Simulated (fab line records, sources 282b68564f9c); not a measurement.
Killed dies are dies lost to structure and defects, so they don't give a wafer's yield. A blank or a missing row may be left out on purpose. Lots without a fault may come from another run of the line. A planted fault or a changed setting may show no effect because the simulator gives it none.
Problem report in the 8D (eight disciplines) form, filled by code | flow rit_cmos | the parts of the form that need people (team, actions taken, sign-off) are left out

1. THE PROBLEM
cd_nm at RIT_M1_CD_MEAS_90 reads a mean of 2554.5 nm on 6 wafers of 2 lots; wafers without a fault read 2600.1 nm with a standard deviation of 2.3. That is -20 standard deviations from the usual mean.
The step: target cd 2600 nm.
First seen on wafer L479.1, day 5 04:11, on cd_sem-01. The record holds 42 wafers of 14 lots with a number at this step. Rule for "out", or "out of limits": more than 4 standard deviations from the usual mean. The other wafers with a number count as sound.

2. WHAT IT IS AND WHAT IT IS NOT
question                    | is                     | is not
which readings at this step | cd_nm                  | -
which lots                  | L479, L482             | L471, L472, L473, L474, L476, L484, L486, L488, L490, L491, L493, L494
which wafers of those lots  | all that have a number | -
read on which gauges        | cd_sem-01              | cd_sem-02
when                        | from day 5 04:11       | up to then (15 sound wafers); but 21 sound wafers of L484, L486, L488, L490, L491, L493, L494 came after

3. SUSPECTS, AND WHAT RULES EACH OUT
Counting: a tool at a process step up to the reading stays a suspect if it ran every lot that is out and no sound lot after the first of them.
- the gauge at RIT_M1_CD_MEAS_90: ruled out. All the wafers that are out were read on cd_sem-01, but those of them that RIT_M1_METAL_ETCH_12 has rows for are out there too, on other tools.
- rie_metal-01 at RIT_M1_METAL_ETCH_12 (etches Al in Cl2/BCl3, stops on SiO2, time 165 s, target depth 600 nm): kept. It ran every lot that is out, first L479 (day 5 03:41), and no sound lot after that; its last sound lot up to then is L476 (day 4 11:33). Its own readings are out on those wafers: rf_fwd_power_W.
Left after counting: rie_metal-01 at RIT_M1_METAL_ETCH_12.

4. THE CAUSE (what the simulator had put in)
Process parameter drift: rie_metal-01, from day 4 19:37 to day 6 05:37, at RIT_M1_METAL_ETCH_12. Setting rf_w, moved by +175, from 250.
Counting left only this tool.

5. THE CHAIN OF EFFECTS, in route order
Each row: a reading whose mean over the struck wafers that have a number lies more than 3 standard deviations from the usual. Only readings for which the record gives a usual standard deviation are gone through. hours: the time from each lot's start at the first step in this table that gives one to its start at this step, as a median over the lots. sigmas: the change in usual standard deviations.
hours | step                 | reading        | usual     | on struck wafers | change | sigmas
0     | RIT_M1_METAL_ETCH_12 | rf_fwd_power_W | 249.0 W   | 423.8            | +174.8 | +99 or more
1     | RIT_M1_CD_MEAS_90    | cd_nm          | 2600.1 nm | 2554.5           | -45.6  | -20
The process steps in it:
- RIT_M1_METAL_ETCH_12: etches Al in Cl2/BCl3, stops on SiO2, time 165 s, target depth 600 nm.

6. WHAT WOULD HAVE CAUGHT IT SOONER
In this record the first reading out of limits at a measuring or inspecting step was taken at day 5 04:11, 9 hours after the fault began at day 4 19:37.
The tool's own readings at RIT_M1_METAL_ETCH_12 were out on every struck wafer that the step has a row for (rf_fwd_power_W): an alarm limit on them would have fired on the first of those.
Of the lots that are out (2), L482 began RIT_M1_METAL_ETCH_12 on rie_metal-01 after day 5 04:11. A hold on the tool at that time would have spared it.
